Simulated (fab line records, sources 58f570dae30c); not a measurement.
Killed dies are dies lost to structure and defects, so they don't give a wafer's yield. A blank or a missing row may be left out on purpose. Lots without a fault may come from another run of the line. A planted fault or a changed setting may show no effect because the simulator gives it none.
Which tool did it? | flow berkeley_cmos170 | 7 lots, 21 wafers sampled, at 2 steps of a route of 331

WHAT THE GAUGES READ, wafer by wafer
UCB170_NWELL_THK_MEAS_05.
lot  | measured    | on            | NWELL_NITRIDE_THK (nm)
L660 | day 2 15:58 | film_metro-02 | 448.3 449.4 449.7
L664 | day 3 07:11 | film_metro-01 | 222.8 222.0 223.1
L668 | day 4 12:58 | film_metro-04 | 447.8 446.8 447.0
L672 | day 5 05:43 | film_metro-04 | 225.2 225.8 222.7
L676 | day 6 00:01 | film_metro-01 | 224.1 223.2 223.7
L678 | day 6 11:16 | film_metro-02 | 226.4 225.2 226.5
L681 | day 6 22:01 | film_metro-01 | 223.5 222.5 221.9

WHICH TOOL RAN EACH LOT (tool, then ch and the chambers of the sampled wafers, then the start)
lot  | UCB170_NWELL_CVD_04
L660 | lpcvd-02 ch 1, day 2 11:26
L664 | lpcvd-02 ch 0, day 3 05:15
L668 | lpcvd-02 ch 0, day 4 08:55
L672 | lpcvd-01 ch 1, day 5 02:49
L676 | lpcvd-01 ch 1, day 5 21:07
L678 | lpcvd-02 ch 1, day 6 09:20
L681 | lpcvd-01 ch 0, day 6 19:07
- UCB170_NWELL_CVD_04: deposits Si3N4 from SiH2Cl2/NH3, target thk 224 nm, time 3360 s.

THE ANSWER, worked out from the rows above alone
Rule: what is usual is taken from the lots themselves. Put in order of their means at a reading, lots are off if they are a third of the lots or fewer, leave a main group of 4 or more, and stand apart from it by a gap of 3 or more times the standard deviation of the main group's means; of several such gaps the widest counts. A main group whose means are all the same, to the digits that the tables above print for the reading, isn't used. A lot without any number at a reading at which 4 lots or more have one is off too. The other lots that the step has rows for count as sound.
Off: L660, L668, at UCB170_NWELL_THK_MEAS_05 (NWELL_NITRIDE_THK). The main group: mean 223.9 nm, standard deviation 1.3.
A tool fits if, at a process step before that reading, it ran every lot that is off, and no sound lot after the first of them. The gauges at UCB170_NWELL_THK_MEAS_05 are tried like those tools. None of those tried fits.

WHAT THE SIMULATOR HAD PUT IN
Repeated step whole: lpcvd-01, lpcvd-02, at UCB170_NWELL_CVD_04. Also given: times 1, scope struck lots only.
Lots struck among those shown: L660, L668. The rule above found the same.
